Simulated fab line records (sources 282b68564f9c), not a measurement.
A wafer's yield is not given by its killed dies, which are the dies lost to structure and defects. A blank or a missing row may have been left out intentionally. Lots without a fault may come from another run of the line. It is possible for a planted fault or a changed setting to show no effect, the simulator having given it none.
Comparing a struck lot with a sound one | flow ritCmos | 21 out of 202 route steps
Sound: these wafers, L140.2, L140.5, L140.6. Wafers L154.2, L154.3, L154.6 were the ones struck. At the end, the cause is stated.
For every step that has rows: the tool of each side, followed by ch and its chambers, followed by its first start. Under that, the readings that differ: sound wafers | struck wafers | difference of the means | sigmas: that difference in standard deviations of wafers without a fault.
alike: words and numbers the same on both sides, and readings whose means are apart by under 2 such deviations; not compared: readings that were withheld, readings missing a value for some wafer, numbers with overlapping values and no deviation given by the record, and bounds like >300 which may hide the same value.
A row with sigmas, a row that says differs or no value, or rows on one side alone: a step with any of these is where the two part. When numbers do not overlap yet have no deviation, they are printed without sigmas and do not part them. Lack of a reading on every wafer of one side parts them only where that side has two or more wafers.

first, 6 steps without rows for these wafers: RIT_NSD_HMDS_00 (prime time 60 s); RIT_NSD_COAT_01 (resist thk 1000 nm); RIT_NSD_SOFTBAKE_02 (time 60 s); RIT_NSD_EXPOSE_03 (exposes mask M9, target cd 40700 nm); RIT_NSD_PEB_04; RIT_NSD_DEVELOP_05 (develop time 50 s).
RIT_NSD_OVL_MEAS_06:
  sound: overlay-02 at day 3 20:14; struck: overlay-02 at day 6 19:33
  alike: NSD_OVL
then, 2 steps without rows for these wafers: RIT_NSD_HARDBAKE_07 (time 60 s); RIT_NSD_IMPLANT_08.
RIT_NSD_STRIP_09: strips in O2, time 180 s.
  sound on plasmaAsher-03 ch 0,1, day 3 20:34; struck on plasmaAsher-03 ch 0,1, day 6 19:53
  alike: drypumpMotorCurrentA
  not compared: rfHoursCounterH
RIT_NSD_TW_MEAS_10:
  sound: filmMetro-02 at day 3 20:45; struck: filmMetro-04 at day 6 20:04
  alike: NSD_TW
then, 1 step without rows for these wafers: RIT_PSD_HMDS_00 (prime time 60 s).
RIT_PSD_COAT_01: resist thk 1000 nm.
  sound on lithoTrack-01 ch 0, day 3 20:59; struck on lithoTrack-01 ch 0, day 6 20:17
reading                                 | sound                | struck               | difference | sigmas
spinSpeedRpm (rpm)                      | 3248.6 3250.5 3254.5 | 3105.6 3108.1 3105.1 | -144.9     | -69
model.NOVOLAK_of_PSD_COAT_01.thkNm (nm) | 1002 1005 1003       | 1029 1029 1029       | +26        | 
then, 4 steps without rows for these wafers: RIT_PSD_SOFTBAKE_02 (time 60 s); RIT_PSD_EXPOSE_03 (exposes mask M10, target cd 40900 nm); RIT_PSD_PEB_04; RIT_PSD_DEVELOP_05 (develop time 50 s).
RIT_PSD_OVL_MEAS_06:
  sound: overlay-01 at day 3 21:47; struck: overlay-02 at day 6 21:06
  alike: PSD_OVL
RIT_PSD_HARDBAKE_07: time 60 s.
  sound on lithoTrack-02 ch 0, day 3 21:50; struck on lithoTrack-02 ch 0, day 6 21:09
reading                                 | sound             | struck          | difference | sigmas
model.NOVOLAK_of_PSD_COAT_01.thkNm (nm) | 885.4 888.4 886.3 | 908.9 909 908.7 | +22.2      | 
then, 1 step without rows for these wafers: RIT_PSD_IMPLANT_08.
RIT_M1_PROBE_99:
  sound: prober-01 at day 4 06:14; struck: prober-01 at day 7 05:26
  alike: killedAtContacts, killedAtFrontEnd, killedDies, killedOnRim, killedOpen, killedShort

== WHERE THEY PART ==
RIT_PSD_COAT_01 only, going by this record. Later steps at which nothing parts them and some readings are alike: RIT_PSD_OVL_MEAS_06, RIT_M1_PROBE_99.

WHY: what the simulator had put in
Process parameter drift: lithoTrack-01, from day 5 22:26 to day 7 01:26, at RIT_PSD_COAT_01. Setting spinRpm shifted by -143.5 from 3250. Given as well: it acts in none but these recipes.
